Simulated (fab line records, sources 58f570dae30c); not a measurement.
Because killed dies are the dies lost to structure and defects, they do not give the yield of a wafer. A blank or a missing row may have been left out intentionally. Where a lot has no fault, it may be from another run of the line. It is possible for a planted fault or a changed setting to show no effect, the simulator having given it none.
fab line records | flow berkeleyCmos170
record lots=5 wafers=23
route steps=331 shown ZERO@7 NWELL@28 PWELL@36 ACTIVE@68 PFIELD@86
startH: hours from the record's opening day to when the first of the lot's shown wafers began | waitH: hours elapsed since this lot's preceding step | " unchanged from the row above | L1.1+2: a row that stands for several wafers | - no value, or no start given | * or withheld: withheld | < > ~ a bound
route shown NAME@n: a module of which the file shows steps, and the number in the route of the first | usual: average and standard deviation across the fault-free wafers | same: alike in all rows | chamber/n: place in a boat | sites: the reading at each site | _std_site: the standard deviation of these | _edge_site: the outer-site mean with the inner-site mean subtracted | radiusMm: how far each site lies from the wafer's centre | mask NAME#n: copy n | behind: the most recent tool/chamber to have shaped the wafer | hold: why the lot went on hold/how many hours it stayed there/how the hold came to an end | device: the transistor (n, p or np) that didn't switch | end of line: the route-end tests of the same wafers | a step without rows: its recipe alone | killed: at the first sort, the dies lost to defects and structure; wafer yield is something else | map: dies across one wafer; x = killed, . = not, _ = none there
set.NAME: the setting as run; set.NAME@STEP: as run at that earlier step | model.NAME: the simulator's own value behind a step, which no gauge read
lots with deliberately changed settings; one table per step, one row per wafer
## steps
# step UCB170_ZERO_COAT_01
# recipe resist=KrF spinRpm=1500 resistThkNm=900
# columns lot.wafer tool chamber startH waitH set.resistThkNm model.KrF_of_ZERO_COAT_01.thkNm
L077.1 lithoTrack-04 0 37.38 0.1 900 902
L077.3 " 0 " " 900 900
L077.4 " 0 " " 900 898.6
L077.5 " 0 " " 900 899
L077.6 " 0 " " 900 901
L078.1 lithoTrack-04 0 41.01 0.1 881 881
L078.3 " 0 " " 900 902.6
L078.4 " 0 " " 881 879.7
L078.5 " 0 " " 900 899.2
L078.6 " 0 " " 900 898.6
L079.1 lithoTrack-03 0 41.01 0.1 900 901.8
L079.2 " 0 " " 918.3 916.8
L079.3 " 0 " " 918.3 915
L079.4 " 0 " " 900 899.5
L079.5 " 0 " " 900 902.5
L081.1 lithoTrack-04 0 56.34 0.1 900 900.4
L081.3 " 0 " " 900 902.2
L081.6 " 0 " " 900 899.6
L083.1 lithoTrack-04 0 62.66 0.1 900 899.7
L083.3 " 0 " " 948.3 945.2
L083.4 " 0 " " 948.3 946.5
L083.5 " 0 " " 900 899.1
L083.6 " 0 " " 948.3 945.5
# step UCB170_ZERO_EXPOSE_03
# recipe maskId=PM_MARKS na=0.5 sigmaOuter=0.6 sourceShape=conventional targetCdNm=4000 doseMj=30
# columns lot.wafer tool chamber startH waitH mask set.doseMj
L077.1+3+5 krfScanner-02 0 37.68 0.1 PM_MARKS#0 30.6
L077.4+6 " 0 " " PM_MARKS#0 30
L078.1+6 krfScanner-01 0 41.43 0.2 PM_MARKS#0 30
L078.3+4+5 " 0 " " PM_MARKS#0 31.79
L079.1+4 krfScanner-02 0 41.67 0.5 PM_MARKS#0 28.36
L079.2+3+5 " 0 " " PM_MARKS#0 30
L081.1+3+6 krfScanner-01 0 56.77 0.2 PM_MARKS#0 30
L083.1+3 krfScanner-02 0 63.08 0.2 PM_MARKS#0 30
L083.4+5+6 " 0 " " PM_MARKS#0 31.97
# step UCB170_ZERO_PEB_04
# recipe pebTempC=130 pebTimeS=withheld resist=KrF
# step UCB170_ZERO_DEVELOP_05
# recipe developer=TMAH developTimeS=45 resist=KrF devTempC=21
# step UCB170_ZERO_ETCH_06
# recipe chemistry=CHF3/CF4/Ar target=SiO2 timeS=12 pressureMtorr=100 rfW=500 CHF3_flow_sccm=50 cf4FlowSccm=10 Ar_flow_sccm=120 overEtchFrac=1.58
# step UCB170_ZERO_STRIP_07
# recipe chemistry=O2 powerW=400 pressureMtorr=3500 platenTempC=withheld o2FlowSccm=400 overashFraction=0.5
# usual stripTimeToEndpointS=21.47/0.055
# columns lot.wafer tool chamber startH waitH set.resistThkNm@ZERO_COAT_01 stripTimeToEndpointS
L077.1 plasmaAsher-02 0 38.09 0.0 900 21.54
L077.3 " 0 " " 900 21.48
L077.4 " 1 " " 900 21.43
L077.5 " 1 " " 900 21.45
L077.6 " 0 " " 900 21.49
L078.1 plasmaAsher-01 0 41.85 0.0 881 21.04
L078.3 " 1 " " 900 21.54
L078.4 " 0 " " 881 20.99
L078.5 " 1 " " 900 21.47
L078.6 " 0 " " 900 21.44
L079.1 plasmaAsher-03 0 42.12 0.0 900 21.52
L079.2 " 1 " " 918.3 21.90
L079.3 " 0 " " 918.3 21.82
L079.4 " 1 " " 900 21.46
L079.5 " 1 " " 900 21.53
L081.1 plasmaAsher-02 0 57.41 0.0 900 21.50
L081.3 " 0 " " 900 21.55
L081.6 " 0 " " 900 21.46
L083.1 plasmaAsher-03 0 64.04 0.0 900 21.46
L083.3 " 1 " " 948.3 22.56
L083.4 " 0 " " 948.3 22.59
L083.5 " 0 " " 900 21.47
L083.6 " 1 " " 948.3 22.57
# step UCB170_NWELL_IMPLANT_14
# recipe species=P doseCm2=1e+13 energyKev=150 tiltDeg=7
# columns lot.wafer tool chamber startH waitH set.energyKev model.implant.rpNm model.implant.drpNm
L077.1+3 implanter-03 0 48.25 0.1 150 193.9 62.72
L077.4+5+6 " 0 " " 143.6 185.3 60.62
L078.1+3+5 implanter-02 0 54.59 0.1 150 194.4 62.72
L078.4+6 " 0 " " 141.8 183.3 60.02
L079.1+2+3+4+5 implanter-03 0 55.31 0.1 150 185.1 62.72
L081.1+3+6 implanter-02 0 71.27 0.1 150 185.9 62.72
L083.1+4 implanter-03 0 80.02 0.1 150 180.7 62.72
L083.3+5+6 " 0 " " 156.4 188.7 64.72
# step UCB170_PWELL_OXIDATION_02
# recipe tempC=1000 ambient=O2 targetThkA=264 oxTimeS=1260
# columns lot.wafer tool chamber startH waitH set.oxTimeS model.SiO2_of_PWELL_OXIDATION_02.thkNm
L077.1 - - - 1.0 1333 27.16
L077.3 " - " " 1333 26.99
L077.4 " - " " 1333 26.73
L077.5 " - " " 1333 27.24
L077.6 " - " " 1333 27.08
L078.1 - - - 4.3 1436 27.84
L078.3 " - " " 1436 27.86
L078.4 " - " " 1436 27.95
L078.5 " - " " 1436 27.49
L078.6 " - " " 1436 27.67
L079.1 - - - 4.3 1260 25.83
L079.2 " - " " 1260 25.68
L079.3 " - " " 1260 26.03
L079.4 " - " " 1260 26.01
L079.5 " - " " 1260 26.19
L081.1 furnace-04 0 78.25 1.9 1260 26.65
L081.3 " 0 " " 1260 26.44
L081.6 " 0 " " 1260 26.46
L083.1 - - - 4.0 1181 25.69
L083.3 " - " " 1181 25.71
L083.4 " - " " 1181 25.58
L083.5 " - " " 1181 25.88
L083.6 " - " " 1181 25.64
# step UCB170_PWELL_THK_MEAS_03
# recipe reads=SiO2_of_PWELL_OXIDATION_02
# usual PWELL_OXIDE_THK=26.2/0.31
# columns lot.wafer tool chamber startH waitH set.oxTimeS@PWELL_OXIDATION_02 PWELL_OXIDE_THK[nm]
L077.1 filmMetro-03 - - - 1333 27.2
L077.3 " - " " 1333 27.0
L077.4 " - " " 1333 26.8
L077.5 " - " " 1333 27.2
L077.6 " - " " 1333 27.1
L078.1 filmMetro-04 - - - 1436 27.8
L078.3 " - " " 1436 27.9
L078.4 " - " " 1436 28.0
L078.5 " - " " 1436 27.5
L078.6 " - " " 1436 27.7
L079.1 filmMetro-03 - - - 1260 25.8
L079.2 " - " " 1260 25.7
L079.3 " - " " 1260 26.1
L079.4 " - " " 1260 26.0
L079.5 " - " " 1260 26.2
L081.1 filmMetro-04 - 79.60 0.0 1260 26.6
L081.3 " - " " 1260 26.4
L081.6 " - " " 1260 26.5
L083.1 filmMetro-04 - - - 1181 25.7
L083.3 " - " " 1181 25.7
L083.4 " - " " 1181 25.6
L083.5 " - " " 1181 25.9
L083.6 " - " " 1181 25.7
# step UCB170_PWELL_ETCH_14
# recipe chemistry=CH3F/Ar/O2 target=Si3N4 stopOn=SiO2 CH3F_flow_sccm=20 Ar_flow_sccm=50 O2_flow_sccm=7 pressureMtorr=50 rfW=450 targetDepthA=2420 overEtchFrac=0.1 timeS=151
# columns lot.wafer tool chamber startH waitH set.timeS model.KrF_of_PWELL_COAT_08.thkNm model.SiO2_of_PWELL_OXIDATION_02.thkNm
L077.1 rieDiel-04 1 65.17 0.0 151 727.4 23.52
L077.3 " 3 " " 170.8 705.1 18.2
L077.4 " 0 " " 170.8 706.4 17.77
L077.5 " 2 " " 170.8 700.5 17.61
L077.6 " 1 " " 151 730.2 23.49
L078.1 rieDiel-03 0 76.09 0.0 151 720.8 24.08
L078.3 " 1 " " 151 722.3 24.23
L078.4 " 3 " " 151 722.9 24.26
L078.5 " 1 " " 151 725.2 23.86
L078.6 " 2 " " 151 723.2 24
L079.1 rieDiel-04 1 76.33 0.0 151 723.1 22.16
L079.2 " 3 " " 135.9 743.4 22.4
L079.3 " 0 " " 151 722.7 22.35
L079.4 " 2 " " 151 721.9 21.74
L079.5 " 1 " " 135.9 735.8 22.88
L081.1 rieDiel-04 2 87.33 0.0 151 721.2 22.38
L081.3 " 3 " " 151 728.4 22.82
L081.6 " 2 " " 151 724.5 22.2
L083.1 rieDiel-01 1 99.74 0.0 151 718.5 21.99
L083.3 " 3 " " 151 725.5 22.12
L083.4 " 2 " " 151 720.4 21.71
L083.5 " 1 " " 151 723.3 22.2
L083.6 " 0 " " 151 720.3 21.87
# step UCB170_PWELL_IMPLANT_15
# recipe species=B doseCm2=5e+12 energyKev=60 tiltDeg=7
# columns lot.wafer tool chamber startH waitH set.doseCm2
L077.1+5 implanter-01 0 65.30 0.1 5.197e+12
L077.3+4+6 " 0 " " 5e+12
L078.1+5 implanter-02 0 76.19 0.1 5e+12
L078.3+4+6 " 0 " " 4.877e+12
L079.1+5 implanter-02 0 76.43 0.1 5e+12
L079.2+3+4 " 0 " " 5.246e+12
L081.1+3+6 implanter-01 0 87.43 0.1 5e+12
L083.1+3+4+5+6 implanter-04 0 99.84 0.1 5e+12
# step UCB170_PWELL_STRIP_16
# recipe chemistry=O2 powerW=400 pressureMtorr=3500 platenTempC=withheld o2FlowSccm=400 overashFraction=0.5
# usual stripTimeToEndpointS=18.06/0.069
# columns lot.wafer tool chamber startH waitH set.timeS@PWELL_ETCH_14 stripTimeToEndpointS
L077.1 plasmaAsher-03 1 65.45 0.1 151 18.16
L077.3 " 1 " " 170.8 17.62
L077.4 " 0 " " 170.8 17.65
L077.5 " 1 " " 170.8 17.50
L077.6 " 0 " " 151 18.22
L078.1 plasmaAsher-03 1 76.34 0.1 151 18.01
L078.3 " 1 " " 151 18.03
L078.4 " 0 " " 151 18.04
L078.5 " 0 " " 151 18.11
L078.6 " 1 " " 151 18.06
L079.1 plasmaAsher-04 1 76.58 0.1 151 18.05
L079.2 " 0 " " 135.9 18.55
L079.3 " 1 " " 151 18.06
L079.4 " 0 " " 151 18.02
L079.5 " 0 " " 135.9 18.34
L081.1 plasmaAsher-03 1 87.58 0.1 151 18.00
L081.3 " 0 " " 151 18.19
L081.6 " 1 " " 151 18.09
L083.1 plasmaAsher-01 1 99.99 0.1 151 17.94
L083.3 " 0 " " 151 18.12
L083.4 " 1 " " 151 18.00
L083.5 " 0 " " 151 18.06
L083.6 " 1 " " 151 17.99
# step UCB170_ACTIVE_COAT_08
# recipe resist=KrF spinRpm=1500 resistThkNm=900
# columns lot.wafer tool chamber startH waitH set.resistThkNm model.KrF_of_ACTIVE_COAT_08.thkNm
L077.1 lithoTrack-02 0 96.71 0.1 900 902.9
L077.3 " 0 " " 900 903.6
L077.4 " 0 " " 900 903.4
L077.5 " 0 " " 900 905
L077.6 " 0 " " 900 901.6
L078.1 lithoTrack-03 0 111.99 0.1 952 954.5
L078.3 " 0 " " 900 900.8
L078.4 " 0 " " 900 902.3
L078.5 " 0 " " 952 955.7
L078.6 " 0 " " 952 956.1
L079.1 lithoTrack-01 0 112.12 0.1 948 943.2
L079.2 " 0 " " 948 945
L079.3 " 0 " " 900 897.7
L079.4 " 0 " " 900 898
L079.5 " 0 " " 948 946.5
L081.1 lithoTrack-01 0 120.77 0.1 900 896.7
L081.3 " 0 " " 900 897.1
L081.6 " 0 " " 900 897.7
L083.1 lithoTrack-02 0 136.67 0.1 900 902.7
L083.3 " 0 " " 851.7 855.7
L083.4 " 0 " " 900 903.4
L083.5 " 0 " " 900 904.6
L083.6 " 0 " " 851.7 854.7
# step UCB170_ACTIVE_EXPOSE_10
# recipe maskId=ACTIVE targetCdNm=1200 na=0.5 sigmaOuter=0.6 sourceShape=conventional doseMj=20
# columns lot.wafer tool chamber startH waitH mask set.doseMj
L077.1+5+6 krfScanner-01 0 97.15 0.3 ACTIVE#0 21.41
L077.3+4 " 0 " " ACTIVE#0 20
L078.1+4 krfScanner-01 0 112.29 0.1 ACTIVE#0 19.49
L078.3+5+6 " 0 " " ACTIVE#0 20
L079.1+2+4 krfScanner-01 0 112.42 0.1 ACTIVE#0 18.71
L079.3+5 " 0 " " ACTIVE#0 20
L081.1+3+6 krfScanner-01 0 121.07 0.1 ACTIVE#0 20
L083.1+6 krfScanner-02 0 136.97 0.1 ACTIVE#0 20
L083.3+4+5 " 0 " " ACTIVE#0 19.34
# step UCB170_ACTIVE_PEB_11
# recipe pebTempC=130 pebTimeS=withheld resist=KrF
# step UCB170_ACTIVE_DEVELOP_12
# recipe developer=TMAH developTimeS=45 resist=KrF devTempC=21
# step UCB170_ACTIVE_CD_MEAS_13
# recipe targetCdNm=1200
# usual cdNm=1200.3/1.1
# columns lot.wafer tool chamber startH waitH set.doseMj@ACTIVE_EXPOSE_10 cdNm
L077.1 cdSem-01 - 98.28 - 21.41 1186.1
L077.3 " - " " 20 1200.5
L077.4 " - " " 20 1199.5
L077.5 " - " " 21.41 1186.8
L077.6 " - " " 21.41 1187.1
L078.1 cdSem-02 - 112.69 - 19.49 1205.9
L078.3 " - " " 20 1199.4
L078.4 " - " " 19.49 1205.3
L078.5 " - " " 20 1202.0
L078.6 " - " " 20 1202.7
L079.1 cdSem-02 - 113.02 - 18.71 1214.7
L079.2 " - " " 18.71 1214.0
L079.3 " - " " 20 1201.1
L079.4 " - " " 18.71 1212.3
L079.5 " - " " 20 1201.8
L081.1 cdSem-01 - 121.46 - 20 1200.3
L081.3 " - " " 20 1198.5
L081.6 " - " " 20 1200.6
L083.1 cdSem-02 - 137.52 - 20 1201.7
L083.3 " - " " 19.34 1205.2
L083.4 " - " " 19.34 1207.4
L083.5 " - " " 19.34 1207.0
L083.6 " - " " 20 1199.9
# step UCB170_ACTIVE_ETCH_15
# recipe chemistry=CH3F/Ar/O2 target=Si3N4 stopOn=SiO2 CH3F_flow_sccm=20 Ar_flow_sccm=50 O2_flow_sccm=7 pressureMtorr=50 rfW=450 targetDepthA=2420 overEtchFrac=0.1 timeS=151
# columns lot.wafer tool chamber startH waitH set.doseMj@ACTIVE_EXPOSE_10 model.ACTIVE.cdNm
L077.1 rieDiel-04 2 98.44 0.0 21.41 1186
L077.3 " 1 " " 20 1201
L077.4 " 0 " " 20 1200
L077.5+6 " 2,3 " " 21.41 1187
L078.1 rieDiel-02 0 112.85 0.0 19.49 1206
L078.3 " 2 " " 20 1199
L078.4 " 0 " " 19.49 1205
L078.5 " 1 " " 20 1202
L078.6 " 2 " " 20 1203
L079.1 rieDiel-01 1 113.18 0.0 18.71 -
L079.2 " 3 " " 18.71 1215
L079.3 " 2 " " 20 1201
L079.4 " 3 " " 18.71 1213
L079.5 " 2 " " 20 1202
L081.1 rieDiel-04 2 121.62 0.0 20 1200
L081.3 " 1 " " 20 1199
L081.6 " 0 " " 20 1201
L083.1 rieDiel-04 0 137.67 0.0 20 1202
L083.3 " 1 " " 19.34 1206
L083.4 " 3 " " 19.34 1208
L083.5 " 0 " " 19.34 1207
L083.6 " 3 " " 20 1200
# step UCB170_ACTIVE_STRIP_16
# recipe chemistry=O2 powerW=400 pressureMtorr=3500 platenTempC=withheld o2FlowSccm=400 overashFraction=0.5
# usual stripTimeToEndpointS=18.08/0.086
# columns lot.wafer tool chamber startH waitH set.resistThkNm@ACTIVE_COAT_08 stripTimeToEndpointS
L077.1 plasmaAsher-02 0 98.54 0.1 900 18.05
L077.3 " 0 " " 900 18.15
L077.4 " 1 " " 900 18.15
L077.5 " 0 " " 900 18.09
L077.6 " 1 " " 900 18.18
L078.1 plasmaAsher-04 1 112.95 0.1 952 19.51
L078.3 " 1 " " 900 18.10
L078.4 " 0 " " 900 18.23
L078.5 " 0 " " 952 19.42
L078.6 " 1 " " 952 19.40
L079.1 plasmaAsher-02 1 113.28 0.1 948 19.14
L079.2 " 0 " " 948 19.24
L079.3 " 0 " " 900 18.03
L079.4 " 1 " " 900 18.11
L079.5 " 1 " " 948 19.20
L081.1 plasmaAsher-04 0 121.72 0.1 900 17.89
L081.3 " 0 " " 900 17.98
L081.6 " 0 " " 900 18.06
L083.1 plasmaAsher-04 1 137.77 0.1 900 18.19
L083.3 " 0 " " 851.7 17.01
L083.4 " 1 " " 900 18.28
L083.5 " 0 " " 900 18.24
L083.6 " 1 " " 851.7 17.08
# step UCB170_ACTIVE_CD_MEAS_90
# recipe targetCdNm=1200
# usual cdNm=1200.4/1.1
# columns lot.wafer tool chamber startH waitH set.doseMj@ACTIVE_EXPOSE_10 cdNm
L077.1 cdSem-01 - 98.71 0.1 21.41 1186.1
L077.3 " - " " 20 1200.6
L077.4 " - " " 20 1199.7
L077.5 " - " " 21.41 1186.7
L077.6 " - " " 21.41 1187.1
L078.1 cdSem-01 - 113.13 0.2 19.49 1206.5
L078.3 " - " " 20 1199.2
L078.4 " - " " 19.49 1205.1
L078.5 " - " " 20 1201.9
L078.6 " - " " 20 1202.6
L079.1 cdSem-02 - 113.38 0.1 18.71 1214.9
L079.2 " - " " 18.71 1214.2
L079.3 " - " " 20 1200.7
L079.4 " - " " 18.71 1212.9
L079.5 " - " " 20 1202.4
L081.1 cdSem-01 - 121.82 0.1 20 1200.1
L081.3 " - " " 20 1199.0
L081.6 " - " " 20 1201.0
L083.1 cdSem-01 - 137.87 0.1 20 1201.7
L083.3 " - " " 19.34 1205.4
L083.4 " - " " 19.34 1207.2
L083.5 " - " " 19.34 1207.2
L083.6 " - " " 20 1200.3
# step UCB170_PFIELD_IMPLANT_07
# recipe species=B doseCm2=2e+13 energyKev=80 tiltDeg=7
# columns lot.wafer tool chamber startH waitH set.doseCm2
L077.1+3+5 implanter-04 0 100.57 0.0 2e+13
L077.4+6 " 0 " " 2.145e+13
L078.1+3+6 implanter-01 0 114.66 0.0 2e+13
L078.4+5 " 0 " " 1.887e+13
L079.1+4+5 implanter-04 0 115.33 0.0 1.928e+13
L079.2+3 " 0 " " 2e+13
L081.1+3+6 implanter-03 0 123.36 0.0 2e+13
L083.1+3+4 implanter-01 0 139.50 0.0 2.144e+13
L083.5+6 " 0 " " 2e+13
# step UCB170_PFIELD_STRIP_08
# recipe chemistry=O2 powerW=400 pressureMtorr=3500 platenTempC=withheld o2FlowSccm=400 overashFraction=0.5
# step UCB170_PFIELD_TW_MEAS_09
# usual PFIELD_TW=600/4
# columns lot.wafer tool chamber startH waitH set.doseCm2@PFIELD_IMPLANT_07 PFIELD_TW
L077.1 filmMetro-04 - 100.82 0.1 2e+13 604
L077.3 " - " " 2e+13 606
L077.4 " - " " 2.145e+13 617
L077.5 " - " " 2e+13 604
L077.6 " - " " 2.145e+13 615
L078.1 filmMetro-04 - 114.91 0.1 2e+13 604
L078.3 " - " " 2e+13 602
L078.4 " - " " 1.887e+13 590
L078.5 " - " " 1.887e+13 591
L078.6 " - " " 2e+13 602
L079.1 filmMetro-04 - 115.58 0.1 1.928e+13 598
L079.2 " - " " 2e+13 603
L079.3 " - " " 2e+13 605
L079.4 " - " " 1.928e+13 594
L079.5 " - " " 1.928e+13 599
L081.1 filmMetro-02 - 123.61 0.1 2e+13 594
L081.3 " - " " 2e+13 597
L081.6 " - " " 2e+13 593
L083.1 filmMetro-02 - 139.75 0.1 2.144e+13 607
L083.3 " - " " 2.144e+13 607
L083.4 " - " " 2.144e+13 608
L083.5 " - " " 2e+13 595
L083.6 " - " " 2e+13 593
## key
split step=UCB170_ZERO_COAT_01 setting=resistThkNm stated=900 by=wafer
response step=UCB170_ZERO_COAT_01 reading=model.KrF_of_ZERO_COAT_01.thkNm change=+8.57 per=1% r=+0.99
response step=UCB170_ZERO_STRIP_07 reading=stripTimeToEndpointS change=* per=1% r=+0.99
split step=UCB170_ZERO_EXPOSE_03 setting=doseMj stated=30 by=wafer
response none clear
split step=UCB170_NWELL_IMPLANT_14 setting=energyKev stated=150 by=wafer
response step=UCB170_NWELL_IMPLANT_14 reading=model.implant.rpNm change=+1.98 per=1% r=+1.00
response step=UCB170_NWELL_IMPLANT_14 reading=model.implant.drpNm change=+0.487 per=1% r=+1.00
split step=UCB170_PWELL_OXIDATION_02 setting=oxTimeS stated=1260 by=lot
response step=UCB170_PWELL_OXIDATION_02 reading=model.SiO2_of_PWELL_OXIDATION_02.thkNm change=+0.107 per=1% r=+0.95
response step=UCB170_PWELL_THK_MEAS_03 reading=PWELL_OXIDE_THK change=+0.108 per=1% r=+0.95
split step=UCB170_PWELL_ETCH_14 setting=timeS stated=151 by=wafer
response step=UCB170_PWELL_ETCH_14 reading=model.KrF_of_PWELL_COAT_08.thkNm change=-1.82 per=1% r=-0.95
response step=UCB170_PWELL_ETCH_14 reading=model.SiO2_of_PWELL_OXIDATION_02.thkNm shape=bent atLowest=22.64 atStated=22.83 atHighest=17.86
response step=UCB170_PWELL_STRIP_16 reading=stripTimeToEndpointS change=* per=1% r=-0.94
split step=UCB170_PWELL_IMPLANT_15 setting=doseCm2 stated=5e+12 by=wafer
response none clear
split step=UCB170_ACTIVE_COAT_08 setting=resistThkNm stated=900 by=wafer
response step=UCB170_ACTIVE_COAT_08 reading=model.KrF_of_ACTIVE_COAT_08.thkNm change=+9.07 per=1% r=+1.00
response step=UCB170_ACTIVE_STRIP_16 reading=stripTimeToEndpointS change=* per=1% r=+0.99
split step=UCB170_ACTIVE_EXPOSE_10 setting=doseMj stated=20 by=wafer
response step=UCB170_ACTIVE_CD_MEAS_13 reading=cdNm change=-1.86 per=1% r=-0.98
response step=UCB170_ACTIVE_ETCH_15 reading=model.ACTIVE.cdNm change=-1.89 per=1% r=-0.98
response step=UCB170_ACTIVE_CD_MEAS_90 reading=cdNm change=-1.89 per=1% r=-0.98
split step=UCB170_PFIELD_IMPLANT_07 setting=doseCm2 stated=2e+13 by=wafer
response step=UCB170_PFIELD_TW_MEAS_09 reading=PFIELD_TW change=+1.84 per=1% r=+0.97
